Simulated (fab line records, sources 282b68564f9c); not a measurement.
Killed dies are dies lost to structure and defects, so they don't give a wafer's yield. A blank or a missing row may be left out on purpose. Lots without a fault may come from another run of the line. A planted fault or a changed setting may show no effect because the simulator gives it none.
fab line records | flow rit_cmos
record lots=15 wafers=45 last_day=7
route steps=202 shown PLDD@124 NSD@139 CONTACT@176 M1@194
lots that met no fault: from a run of the same line without faults
start_h: hours from the record's first day to the start of the lot's first wafer shown | wait_h: hours since the lot's step before | " the same as in the row above | L1.1+2: a row that stands for several wafers | - no value, or no start given | * or withheld: withheld | < > ~ a bound
route shown NAME@n: a module of which the file shows steps, and the number in the route of the first | usual: mean/standard deviation of fault-free wafers | same: alike in all rows | chamber/n: place in a boat | sites: the reading at each site | _std_site: their standard deviation | _edge_site: outer sites' mean less inner sites' | radius_mm: how far each site lies from the wafer's centre | mask NAME#n: copy n | behind: the tool/chamber that last shaped the wafer | hold: why the lot was held/for how many hours/how that ended | device: the transistor (n, p or np) that didn't switch | end of line: the same wafers' tests at the end of the route | a step without rows: its recipe alone | killed: dies lost to structure and defects at the first sort, not the wafer's yield | map: a wafer's dies, x killed, . not, _ none there
set.NAME: the setting as run; set.NAME@STEP: as run at that earlier step | model.NAME: the simulator's own value behind a step, which no gauge read
steps of the route over a sample of lots; a table a step, a row a wafer
services: from which hour (start_h, from the record's first day; less than 0 if before it) a tool's chamber was out of use, for how many hours, and why
## steps
# step RIT_PLDD_TW_MEAS_10
# usual PLDD_TW=2339/11
# columns lot.wafer tool chamber start_h wait_h PLDD_TW
L942.3 film_metro-02 - 63.71 0.1 2348
L942.5 " - " " 2337
L942.6 " - " " 2364
L943.1 film_metro-02 - 70.90 0.1 2345
L943.3 " - " " 2344
L943.6 " - " " 2342
L944.2 film_metro-02 - 75.04 0.1 2346
L944.3 " - " " 2351
L944.4 " - " " 2335
L945.1 film_metro-02 - 75.50 0.1 2344
L945.5 " - " " 2344
L945.6 " - " " 2334
L946.2 film_metro-04 - 80.86 0.1 2327
L946.3 " - " " 2325
L946.5 " - " " 2337
L949.3 film_metro-02 - 87.23 0.1 2318
L949.4 " - " " 2331
L949.5 " - " " 2324
L948.2 film_metro-04 - 87.75 0.1 2335
L948.3 " - " " 2326
L948.5 " - " " 2335
L950.1 film_metro-04 - 91.28 0.1 2328
L950.5 " - " " 2318
L950.6 " - " " 2322
L954.2 film_metro-03 - 109.50 0.1 2359
L954.5 " - " " 2350
L954.6 " - " " 2351
L955.2 film_metro-02 - 115.22 0.1 2355
L955.5 " - " " 2358
L955.6 " - " " 2362
L958.1 film_metro-04 - 127.30 0.1 2332
L958.3 " - " " 2345
L958.6 " - " " 2338
L959.1 film_metro-04 - 136.79 0.1 2344
L959.3 " - " " 2332
L959.4 " - " " 2323
L960.1 film_metro-02 - 140.28 0.1 2343
L960.3 " - " " 2349
L960.6 " - " " 2340
L961.2 film_metro-03 - 145.94 0.1 2342
L961.4 " - " " 2330
L961.5 " - " " 2342
L965.2 film_metro-04 - 163.51 0.1 2313
L965.4 " - " " 2337
L965.5 " - " " 2330
# step RIT_NSD_IMPLANT_08
# recipe species=P energy_kev=25 dose_cm2=1e+15 tilt_deg=7
# usual dose_ions_cm2=1.0001e+15/1.3e+12 faraday_current_uA=3129/65
# same implant_ion_amu=31
# columns lot.wafer tool chamber start_h wait_h dose_ions_cm2 faraday_current_uA
L942.3 implanter-04 0 67.77 0.1 1.0016e+15 3092
L942.5 " 0 " " 1.0015e+15 3137
L942.6 " 0 " " 9.992e+14 3109
L943.1 implanter-03 0 74.49 0.1 1.0013e+15 3150
L943.3 " 0 " " 1.0001e+15 3205
L943.6 " 0 " " 9.991e+14 3045
L944.2 implanter-03 0 78.82 0.1 9.994e+14 3094
L944.3 " 0 " " 1.0007e+15 3091
L944.4 " 0 " " 1.0014e+15 3131
L945.1 implanter-02 0 79.41 0.1 9.997e+14 3174
L945.5 " 0 " " 9.98e+14 3076
L945.6 " 0 " " 1.0009e+15 3184
L946.2 implanter-04 0 86.08 0.1 9.995e+14 3212
L946.3 " 0 " " 9.992e+14 3130
L946.5 " 0 " " 1.0001e+15 3019
L949.3 implanter-04 0 90.85 0.1 1.0004e+15 3106
L949.4 " 0 " " 9.986e+14 3231
L949.5 " 0 " " 9.972e+14 3095
L948.2 implanter-04 0 92.66 0.1 1.0013e+15 2979
L948.3 " 0 " " 1.0009e+15 3243
L948.5 " 0 " " 1.0021e+15 3192
L950.1 implanter-03 0 95.95 0.1 1.0019e+15 3204
L950.5 " 0 " " 1.0011e+15 3080
L950.6 " 0 " " 1.0012e+15 3142
L954.2 implanter-04 0 113.30 0.1 9.999e+14 3108
L954.5 " 0 " " 1.0024e+15 3100
L954.6 " 0 " " 1.0024e+15 3069
L955.2 implanter-02 0 118.87 0.1 9.999e+14 2995
L955.5 " 0 " " 1.0002e+15 3228
L955.6 " 0 " " 1.0003e+15 3074
L958.1 implanter-02 0 131.05 0.1 1.0412e+15 3315
L958.3 " 0 " " 1.0424e+15 3224
L958.6 " 0 " " 1.0426e+15 3292
L959.1 implanter-02 0 140.40 0.1 1.0405e+15 3325
L959.3 " 0 " " 1.0428e+15 3349
L959.4 " 0 " " 1.0425e+15 3227
L960.1 implanter-02 0 144.23 0.1 1.0424e+15 3270
L960.3 " 0 " " 1.0439e+15 3323
L960.6 " 0 " " 1.0435e+15 3249
L961.2 implanter-03 0 149.57 0.1 9.994e+14 3173
L961.4 " 0 " " 1.0008e+15 3075
L961.5 " 0 " " 1e+15 3134
L965.2 implanter-03 0 167.12 0.1 1.0012e+15 3165
L965.4 " 0 " " 1.0031e+15 3144
L965.5 " 0 " " 1.0022e+15 3278
# step RIT_SDANNEAL_RS_MEAS_05
# recipe thk_meas_gauge=four-point-probe
# usual NSD_RS=84.48/0.26
# columns lot.wafer tool chamber start_h wait_h NSD_RS[ohm/sq]
L942.3 film_metro-03 - 70.18 0.1 84.64
L942.5 " - " " 84.55
L942.6 " - " " 84.66
L943.1 film_metro-02 - 76.96 0.1 84.65
L943.3 " - " " 84.97
L943.6 " - " " 84.96
L944.2 film_metro-03 - 81.98 0.1 84.06
L944.3 " - " " 84.48
L944.4 " - " " 84.36
L945.1 film_metro-04 - 82.12 0.1 84.37
L945.5 " - " " 84.46
L945.6 " - " " 84.59
L946.2 film_metro-02 - 88.55 0.1 84.63
L946.3 " - " " 84.79
L946.5 " - " " 84.72
L949.3 film_metro-03 - 93.42 0.1 84.86
L949.4 " - " " 84.89
L949.5 " - " " 84.74
L948.2 film_metro-04 - 95.05 0.1 84.23
L948.3 " - " " 84.56
L948.5 " - " " 84.18
L950.1 film_metro-04 - 98.66 0.1 84.66
L950.5 " - " " 84.61
L950.6 " - " " 84.43
L954.2 film_metro-03 - 115.64 0.1 84.43
L954.5 " - " " 84.49
L954.6 " - " " 84.66
L955.2 film_metro-04 - 121.28 0.1 84.25
L955.5 " - " " 84.49
L955.6 " - " " 84.63
L958.1 film_metro-03 - 133.81 0.1 82.28
L958.3 " - " " 81.66
L958.6 " - " " 81.98
L959.1 film_metro-04 - 142.89 0.1 81.36
L959.3 " - " " 81.37
L959.4 " - " " 81.44
L960.1 film_metro-04 - 146.76 0.1 81.73
L960.3 " - " " 81.75
L960.6 " - " " 82.14
L961.2 film_metro-03 - 152.14 0.1 84.64
L961.4 " - " " 84.60
L961.5 " - " " 84.99
L965.2 film_metro-04 - 169.46 0.1 84.44
L965.4 " - " " 84.31
L965.5 " - " " 84.47
# step RIT_CONTACT_CD_MEAS_08
# recipe target_cd_nm=1000
# usual cd_nm=1000.7/1.6
# columns lot.wafer tool chamber start_h wait_h cd_nm
L942.3 cd_sem-01 - 72.31 - 997.4
L942.5 " - " " 998.8
L942.6 " - " " 999.6
L943.1 cd_sem-02 - 78.95 - 1001.1
L943.3 " - " " 1001.9
L943.6 " - " " 999.0
L944.2 cd_sem-01 - 84.12 - 1002.0
L944.3 " - " " 1002.0
L944.4 " - " " 1000.9
L945.1 cd_sem-02 - 84.30 - 1000.7
L945.5 " - " " 1001.7
L945.6 " - " " 1000.6
L946.2 cd_sem-01 - 90.74 - 1001.1
L946.3 " - " " 1002.9
L946.5 " - " " 1000.9
L949.3 cd_sem-01 - 95.50 - 999.5
L949.4 " - " " 1000.6
L949.5 " - " " 998.9
L948.2 cd_sem-01 - 97.01 - 1001.0
L948.3 " - " " 1001.7
L948.5 " - " " 1001.5
L950.1 cd_sem-01 - 100.74 - 1000.9
L950.5 " - " " 1000.4
L950.6 " - " " 1000.8
L954.2 cd_sem-01 - 117.85 - 1003.9
L954.5 " - " " 1001.8
L954.6 " - " " 1001.0
L955.2 cd_sem-01 - 123.24 - 999.9
L955.5 " - " " 1000.3
L955.6 " - " " 1000.5
L958.1 cd_sem-01 - 135.83 - 1003.7
L958.3 " - " " 1003.2
L958.6 " - " " 1002.3
L959.1 cd_sem-02 - 144.92 - 1003.0
L959.3 " - " " 1003.0
L959.4 " - " " 1003.7
L960.1 cd_sem-02 - 148.72 - 1001.5
L960.3 " - " " 1003.0
L960.6 " - " " 1002.0
L961.2 cd_sem-02 - 154.23 - 999.5
L961.4 " - " " 1000.6
L961.5 " - " " 997.3
L965.2 cd_sem-02 - 171.50 - 997.4
L965.4 " - " " 998.4
L965.5 " - " " 997.8
# step RIT_M1_OVL_MEAS_10
# usual M1_OVL=-0.3/1.2
# columns lot.wafer tool chamber start_h wait_h M1_OVL[nm]
L942.3 overlay-02 - 75.03 0.1 0.0
L942.5 " - " " -0.8
L942.6 " - " " -2.3
L943.1 overlay-02 - 81.72 0.1 0.5
L943.3 " - " " -0.7
L943.6 " - " " -1.5
L944.2 overlay-01 - 87.07 0.1 -0.2
L944.3 " - " " 0.7
L944.4 " - " " 2.2
L945.1 overlay-02 - 87.32 0.1 0.3
L945.5 " - " " 0.1
L945.6 " - " " 2.1
L946.2 overlay-01 - 93.56 0.1 -0.9
L946.3 " - " " 1.6
L946.5 " - " " 0.4
L949.3 overlay-01 - 98.41 0.1 -2.2
L949.4 " - " " -1.5
L949.5 " - " " 1.1
L948.2 overlay-02 - 99.76 0.1 -1.7
L948.3 " - " " -0.6
L948.5 " - " " 0.5
L950.1 overlay-01 - 103.36 0.1 -0.7
L950.5 " - " " 1.3
L950.6 " - " " -1.3
L954.2 overlay-01 - 120.82 0.1 -0.8
L954.5 " - " " -0.1
L954.6 " - " " 0.4
L955.2 overlay-02 - 125.85 0.1 -2.9
L955.5 " - " " -1.4
L955.6 " - " " -1.1
L958.1 overlay-01 - 138.46 0.1 0.8
L958.3 " - " " 0.3
L958.6 " - " " -0.7
L959.1 overlay-02 - 147.68 0.1 1.0
L959.3 " - " " 2.1
L959.4 " - " " 1.6
L960.1 overlay-02 - 151.52 0.1 1.3
L960.3 " - " " -1.6
L960.6 " - " " 1.4
L961.2 overlay-02 - 156.84 0.1 -0.2
L961.4 " - " " -2.3
L961.5 " - " " 0.5
L965.2 overlay-02 - 174.11 0.1 -2.3
L965.4 " - " " -1.7
L965.5 " - " " 0.3
# step RIT_M1_PROBE_99
# usual killed_at_M0_to_M3=0.0/0.14 killed_at_front_end=7.3/2.8 killed_dies=7.3/2.8 killed_open=3.8/1.9 killed_short=3.5/1.8
# same gross_dies=264 killed_at_M4_up=0 killed_at_back_side=0 killed_at_contacts=0 killed_at_other=0
# columns lot.wafer tool chamber start_h wait_h killed_at_M0_to_M3 killed_at_front_end killed_dies killed_open killed_short
L950.1 prober-01 - 105.90 0.1 0 8 8 6 2
L950.5 prober-01 - 106.10 0.2 0 5 5 4 1
L950.6 prober-01 - 106.15 0.2 0 6 6 1 5
L959.1 prober-02 - 150.95 0.1 0 10 10 8 2
L959.3 prober-02 - 151.05 0.2 0 17 17 9 8
L959.4 prober-02 - 151.10 0.2 0 9 9 7 2
L960.1 prober-01 - 154.09 0.1 0 7 7 5 2
L960.3 prober-01 - 154.19 0.2 0 10 10 6 4
L960.6 prober-01 - 154.34 0.2 0 6 6 4 2
# killed by level:class
L950.1 FOX2:geometric_particle:open=2 GATE:geometric_particle:open=2 FOX1:geometric_particle:open=1 FOX2:geometric_particle:short=1 GATE:geometric_particle:short=1 SILICIDE:geometric_particle:open=1
L950.5 GATE:geometric_particle:open=2 FOX2:geometric_particle:open=1 GATE:geometric_particle:short=1 SPACER:geometric_particle:open=1
L950.6 SILICIDE:geometric_particle:short=4 GATE:geometric_particle:open=1 GATE:geometric_particle:short=1
L959.1 REOX:geometric_particle:open=5 GATE:geometric_particle:open=2 FOX1:geometric_particle:open=1 REOX:geometric_particle:short=1 SPACER:geometric_particle:short=1
L959.3 REOX:geometric_particle:short=5 REOX:geometric_particle:open=3 SPACER:geometric_particle:open=3 GATE:geometric_particle:open=2 FOX1:geometric_particle:open=1 FOX1:geometric_particle:short=1 GATE:geometric_particle:short=1 SILICIDE:geometric_particle:short=1
L959.4 REOX:geometric_particle:open=3 REOX:geometric_particle:short=2 FOX1:geometric_particle:open=1 GATE:geometric_particle:open=1 SPACER:geometric_particle:open=1 SILICIDE:geometric_particle:open=1
L960.1 FOX2:geometric_particle:open=3 FOX2:geometric_particle:short=2 REOX:geometric_particle:open=1 SPACER:geometric_particle:open=1
L960.3 REOX:geometric_particle:open=2 FOX1:geometric_particle:open=1 FOX1:geometric_particle:short=1 GATE:geometric_particle:open=1 REOX:geometric_particle:short=1 SPACER:geometric_particle:short=1 SPACER:geometric_particle:open=1 SILICIDE:geometric_particle:short=1
L960.6 FOX1:geometric_particle:open=2 FOX1:geometric_particle:short=1 FOX2:geometric_particle:open=1 GATE:geometric_particle:short=1 SPACER:geometric_particle:open=1
## services
# columns tool chamber start_h hours kind
implanter-02 - 79.65 3.0 pm
implanter-03 - 90.35 1.7 repair
## key
first_sign step=RIT_NSD_IMPLANT_08 reading=dose_ions_cm2 direction=up sigmas=32 usual=1.0001e+15 struck=1.0424e+15
effect step=RIT_NSD_IMPLANT_08 reading=faraday_current_uA direction=up sigmas=2.4 usual=3129 struck=3286
effect step=RIT_SDANNEAL_RS_MEAS_05 reading=NSD_RS direction=down sigmas=11 usual=84.48 struck=81.75
met_at RIT_NSD_IMPLANT_08
struck_lots L958,L959,L960
tester_left_out L958,L959,L960
not_acting_at RIT_PLDD_TW_MEAS_10,RIT_CONTACT_CD_MEAS_08,RIT_M1_OVL_MEAS_10
onset_between 118.87 131.05
fault kind=process_parameter_drift tool=implanter-02 chamber=- onset_h=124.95 steps=RIT_NSD_IMPLANT_08 channel=dose_cm2 offset=4.2787e+13 shape=step end_h=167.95 acts_in=these_recipes_only stated=1e+15
# tester_left_out: of these lots the tester's yield and bins aren't shown, on N5 and GAA mostly nor the transistor test; their killed dies are dies lost to structure and defects alone, not to doping, threshold or leakage, so they don't give the yield
